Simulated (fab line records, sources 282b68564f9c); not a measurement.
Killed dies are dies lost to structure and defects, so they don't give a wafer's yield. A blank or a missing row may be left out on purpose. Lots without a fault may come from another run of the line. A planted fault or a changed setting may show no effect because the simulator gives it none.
A struck lot beside a sound one | flow rit_cmos | 43 steps out of a route of 202
Sound: wafers L866.1, L866.3, L866.6. Struck: wafers L880.1, L880.5, L880.6. The cause comes at the end.
At each step with rows: each side's tool, then ch and its chambers, then its first start. Under that, the readings that differ: sound wafers | struck wafers | difference of the means | sigmas: that difference in standard deviations of wafers without a fault.
alike: readings whose means differ by less than 2 such deviations, and words and numbers that are the same on both sides. not compared: withheld readings, readings that some wafer has no value for, bounds like >300 that may hide the same value, and numbers for which the record gives no deviation and whose values overlap.
The two part at a step that has a row with sigmas, a row that says differs or no value, or rows on one side only. Numbers that don't overlap but have no deviation are shown without sigmas and don't part them. A reading that every wafer of one side lacks parts them only if that side has two wafers or more.

first, 5 steps without rows for these wafers: RIT_PLDD_COAT_01 (resist thk 1000 nm); RIT_PLDD_SOFTBAKE_02 (time 60 s); RIT_PLDD_EXPOSE_03 (exposes mask M8, target cd 40900 nm); RIT_PLDD_PEB_04; RIT_PLDD_DEVELOP_05 (develop time 50 s).
RIT_PLDD_OVL_MEAS_06:
  sound on overlay-02, day 4 06:40; struck on overlay-02, day 6 22:28
  reading       | sound          | struck      | difference | sigmas
  PLDD_OVL (nm) | -1.7 -1.7 -1.6 | 0.5 2.8 0.9 | +3.1       | +2
then, 2 steps without rows for these wafers: RIT_PLDD_HARDBAKE_07 (time 60 s); RIT_PLDD_IMPLANT_08.
RIT_PLDD_STRIP_09: strips in O2, time 180 s.
  sound on plasma_asher-01 ch 0,1, day 4 07:01; struck on plasma_asher-02 ch 0,1, day 6 23:01
  alike: drypump_motor_current_A
  not compared: rf_hours_counter_h
RIT_PLDD_TW_MEAS_10:
  sound on film_metro-02, day 4 07:11; struck on film_metro-01, day 6 23:11
  alike: PLDD_TW
then, 2 steps without rows for these wafers: RIT_SPACER_CLEAN_00 (cleans in SC1, time 600 s); RIT_SPACER_CLEAN_01 (cleans in dHF, time 30 s).
RIT_SPACER_CLEAN_02: cleans in SC2, time 600 s.
  sound on wet_bench-03 ch 2, day 4 07:26; struck on wet_bench-02 ch 2, day 6 23:31
  alike: bath_guard_temp_C
then, 1 step without rows for these wafers: RIT_SPACER_CVD_03 (deposits Si3N4 from SiH2Cl2/NH3, target thk 250 nm, time 3300 s).
RIT_SPACER_THK_MEAS_04:
  sound on film_metro-01, day 4 09:32; struck on film_metro-02, day 7 01:37
  alike: SPACER_NITRIDE_THK
RIT_SPACER_ETCHBACK_05: etches Si3N4 in SF6/CHF3, stops on SiO2, target depth 250 nm, time 240 s.
  sound on rie_diel-04 ch 0,1, day 4 09:35; struck on rie_diel-01 ch 0,1,3, day 7 01:40
  alike: drypump_motor_current_A, oes_product_au, throttle_valve_pct
  not compared: rf_hours_counter_h
then, 6 steps without rows for these wafers: RIT_NSD_HMDS_00 (prime time 60 s); RIT_NSD_COAT_01 (resist thk 1000 nm); RIT_NSD_SOFTBAKE_02 (time 60 s); RIT_NSD_EXPOSE_03 (exposes mask M9, target cd 40700 nm); RIT_NSD_PEB_04; RIT_NSD_DEVELOP_05 (develop time 50 s).
RIT_NSD_OVL_MEAS_06:
  sound on overlay-01, day 4 10:43; struck on overlay-02, day 7 02:48
  alike: NSD_OVL
then, 2 steps without rows for these wafers: RIT_NSD_HARDBAKE_07 (time 60 s); RIT_NSD_IMPLANT_08.
RIT_NSD_STRIP_09: strips in O2, time 180 s.
  sound on plasma_asher-02 ch 0,1, day 4 11:03; struck on plasma_asher-03 ch 0,1, day 7 03:08
  alike: drypump_motor_current_A
  not compared: rf_hours_counter_h
RIT_NSD_TW_MEAS_10:
  sound on film_metro-02, day 4 11:13; struck on film_metro-03, day 7 03:19
  alike: NSD_TW
then, 6 steps without rows for these wafers: RIT_PSD_HMDS_00 (prime time 60 s); RIT_PSD_COAT_01 (resist thk 1000 nm); RIT_PSD_SOFTBAKE_02 (time 60 s); RIT_PSD_EXPOSE_03 (exposes mask M10, target cd 40900 nm); RIT_PSD_PEB_04; RIT_PSD_DEVELOP_05 (develop time 50 s).
RIT_PSD_OVL_MEAS_06:
  sound on overlay-01, day 4 12:22; struck on overlay-01, day 7 04:13
  alike: PSD_OVL
then, 2 steps without rows for these wafers: RIT_PSD_HARDBAKE_07 (time 60 s); RIT_PSD_IMPLANT_08.
RIT_PSD_STRIP_09: strips in O2, time 180 s.
  sound on plasma_asher-01 ch 0,1, day 4 12:42; struck on plasma_asher-03 ch 0,1, day 7 04:34
  alike: drypump_motor_current_A
  not compared: rf_hours_counter_h
RIT_PSD_TW_MEAS_10:
  sound on film_metro-01, day 4 12:52; struck on film_metro-01, day 7 04:44
  alike: PSD_TW
then, 3 steps without rows for these wafers: RIT_SDANNEAL_CLEAN_00 (cleans in SC1, time 600 s); RIT_SDANNEAL_CLEAN_01 (cleans in dHF, time 30 s); RIT_SDANNEAL_CLEAN_02 (cleans in SC2, time 600 s).
RIT_SDANNEAL_RTA_03: time 5 s.
  sound on rtp_anneal-02 ch 0, day 4 13:18; struck on rtp_anneal-02 ch 0, day 7 05:10
  alike: wafer_temp_C_max
RIT_M1_PROBE_99:
  sound on prober-01, day 4 20:54; struck on prober-01, day 7 12:40
  reading             | sound | struck                                                                     | difference                   | sigmas
  hold                | - - - | await_dispo/7.3h/release await_dispo/7.3h/release await_dispo/7.3h/release | no value on the sound wafers |
  killed_at_front_end | 3 6 5 | 39 52 48                                                                   | +42                          | +14
  killed_dies         | 3 6 5 | 39 52 50                                                                   | +42                          | +15
  alike: killed_at_contacts, killed_open, killed_short

WHERE THEY PART
First at RIT_PLDD_OVL_MEAS_06; last, within this record, at RIT_M1_PROBE_99.

WHY: what the simulator had put in
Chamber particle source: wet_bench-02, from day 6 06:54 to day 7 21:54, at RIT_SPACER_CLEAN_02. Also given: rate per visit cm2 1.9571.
